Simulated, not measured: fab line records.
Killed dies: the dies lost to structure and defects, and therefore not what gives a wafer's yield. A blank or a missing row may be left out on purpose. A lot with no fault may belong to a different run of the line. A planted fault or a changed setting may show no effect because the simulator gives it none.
Split-lot experiment + flow rit_cmos + route with 202 steps; 5 lots, 23 wafers read

== THE SPLIT ==
At RIT_NLDD_COAT_01 (resist thk 1000 nm), the setting resist_thk_nm was moved away from the recipe's 1000 nm on 7 of the 23 wafers read, by -3.7% to +5.9%. The other wafers ran this setting at the recipe's value.

== FROM THE SPLIT TO THE READING: what the file shows between them, 1 step ==
- RIT_NLDD_DEVELOP_05: develop time 50 s (also split here: develop_time_s)

== THE READING ==
NOVOLAK_of_NLDD_COAT_01.thk_nm (the simulator's own value, which no gauge read), in nm, at RIT_NLDD_HARDBAKE_07 (time 60 s). The file does not state a usual value for it. Here, 16 wafers ran the recipe; their average is 885.3 nm with a standard deviation of 1.3 nm.

| wafer  | tool, chamber at the split | resist_thk_nm as run, nm | against the recipe | NOVOLAK_of_NLDD_COAT_01.thk_nm, nm | against lot-mates on the recipe |
|--------|----------------------------|--------------------------|--------------------|------------------------------------|---------------------------------|
| L076.1 | litho_track-01, 0          | 1000                     | recipe             | 886.4                              | -                               |
| L076.2 | litho_track-01, 0          | 1000                     | recipe             | 885.1                              | -                               |
| L076.6 | litho_track-01, 0          | 1000                     | recipe             | 887.8                              | -                               |
| L077.2 | litho_track-01, 0          | 1059                     | +5.9%              | 937.3                              | +51.6                           |
| L077.3 | litho_track-01, 0          | 1000                     | recipe             | 886.2                              | -                               |
| L077.4 | litho_track-01, 0          | 1000                     | recipe             | 886.2                              | -                               |
| L077.5 | litho_track-01, 0          | 1059                     | +5.9%              | 936.8                              | +51.1                           |
| L077.6 | litho_track-01, 0          | 1000                     | recipe             | 884.8                              | -                               |
| L079.2 | litho_track-01, 0          | 1000                     | recipe             | 882.1                              | -                               |
| L079.3 | litho_track-01, 0          | 1000                     | recipe             | 883.6                              | -                               |
| L079.4 | litho_track-01, 0          | 963.4                    | -3.7%              | 849.4                              | -34.2                           |
| L079.5 | litho_track-01, 0          | 963.4                    | -3.7%              | 850.1                              | -33.5                           |
| L079.6 | litho_track-01, 0          | 1000                     | recipe             | 885.1                              | -                               |
| L080.1 | litho_track-03, 0          | 1000                     | recipe             | 884.3                              | -                               |
| L080.4 | litho_track-03, 0          | 1000                     | recipe             | 884.3                              | -                               |
| L080.2 | litho_track-03, 0          | 1031                     | +3.1%              | 912.4                              | +28.1                           |
| L080.5 | litho_track-03, 0          | 1031                     | +3.1%              | 912                                | +27.7                           |
| L080.6 | litho_track-03, 0          | 1031                     | +3.1%              | 915.1                              | +30.8                           |
| L084.1 | litho_track-03, 0          | 1000                     | recipe             | 885.3                              | -                               |
| L084.2 | litho_track-03, 0          | 1000                     | recipe             | 885.9                              | -                               |
| L084.3 | litho_track-03, 0          | 1000                     | recipe             | 886.5                              | -                               |
| L084.4 | litho_track-03, 0          | 1000                     | recipe             | 886.8                              | -                               |
| L084.5 | litho_track-03, 0          | 1000                     | recipe             | 884.8                              | -                               |

THE FIT
A straight line over all 23 wafers: NOVOLAK_of_NLDD_COAT_01.thk_nm changes by +9.06 nm for each +1% of resist_thk_nm; r = +1.00; the points scatter about the line by 1.5 nm.
The same after taking each lot's own level away (the mean of its wafers on the recipe; 23 wafers): +8.97 nm for each +1%; r = +1.00; scatter 1.2 nm.
The reading moves by 53 nm for the largest change in resist_thk_nm, on that fit.
The lots' own levels span 883.60 to 886.43 nm, that is 2.1 times the standard deviation above.
The two slopes are in agreement: the lot-to-lot level therefore moves the slope only a little.
Check: for one of the wafers moved furthest among these (+5.9%), held out of the fit, the line's prediction against its lot-mates is +53.3 nm. It came out at +51.6 nm against them.

== OTHER SPLITS ON THESE WAFERS ==
Before the reading, these wafers also passed through other splits. Each is held against what the fit with the lots' levels taken away leaves over:
| other split on the same wafers     | wafers away from the commonest value | r with NOVOLAK_of_NLDD_COAT_01.thk_nm (lot level and that fit taken away) |
|------------------------------------|--------------------------------------|---------------------------------------------------------------------------|
| RIT_ACTIVE_OXIDATION_01 ox_time_s  | 15                                   | +0.07                                                                     |
| RIT_ACTIVE_CVD_03 time_s           | 15                                   | +0.24                                                                     |
| RIT_ACTIVE_ETCH_13 pressure_mtorr  | 15                                   | -0.28                                                                     |
| RIT_FOX1_OXIDATION_00 ox_time_s    | 15                                   | +0.28                                                                     |
| RIT_NWELL_IMPLANT_08 energy_kev    | 5                                    | -0.28                                                                     |
| RIT_PWELL_SOFTBAKE_02 temp_c       | 9                                    | +0.19                                                                     |
| RIT_NRETRO_COAT_01 spin_rpm        | 4                                    | +0.02                                                                     |
| RIT_NRETRO_IMPLANT_08 dose_cm2     | 10                                   | -0.07                                                                     |
| RIT_GATE_OXIDATION_05 temp_c       | 15                                   | -0.27                                                                     |
| RIT_GATE_DEVELOP_15 dev_temp_c     | 9                                    | +0.07                                                                     |
| RIT_NLDD_DEVELOP_05 develop_time_s | 6                                    | +0.18                                                                     |

== THE WHOLE CHAIN: every reading that the file lists as answering this split, in the file's order ==
| step                 | what it does       | reading                                                                         | change (the file's fit)              | r (the file's) |
|----------------------|--------------------|---------------------------------------------------------------------------------|--------------------------------------|----------------|
| RIT_NLDD_COAT_01     | resist thk 1000 nm | NOVOLAK_of_NLDD_COAT_01.thk_nm (the simulator's own value, which no gauge read) | +10.2 nm for each +1% of the setting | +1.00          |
| RIT_NLDD_HARDBAKE_07 | time 60 s          | NOVOLAK_of_NLDD_COAT_01.thk_nm (the simulator's own value, which no gauge read) | +8.93 nm for each +1% of the setting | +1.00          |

== THE FILE'S OWN FIT ==
NOVOLAK_of_NLDD_COAT_01.thk_nm changes by +8.93 nm for each +1% of resist_thk_nm, r = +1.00.
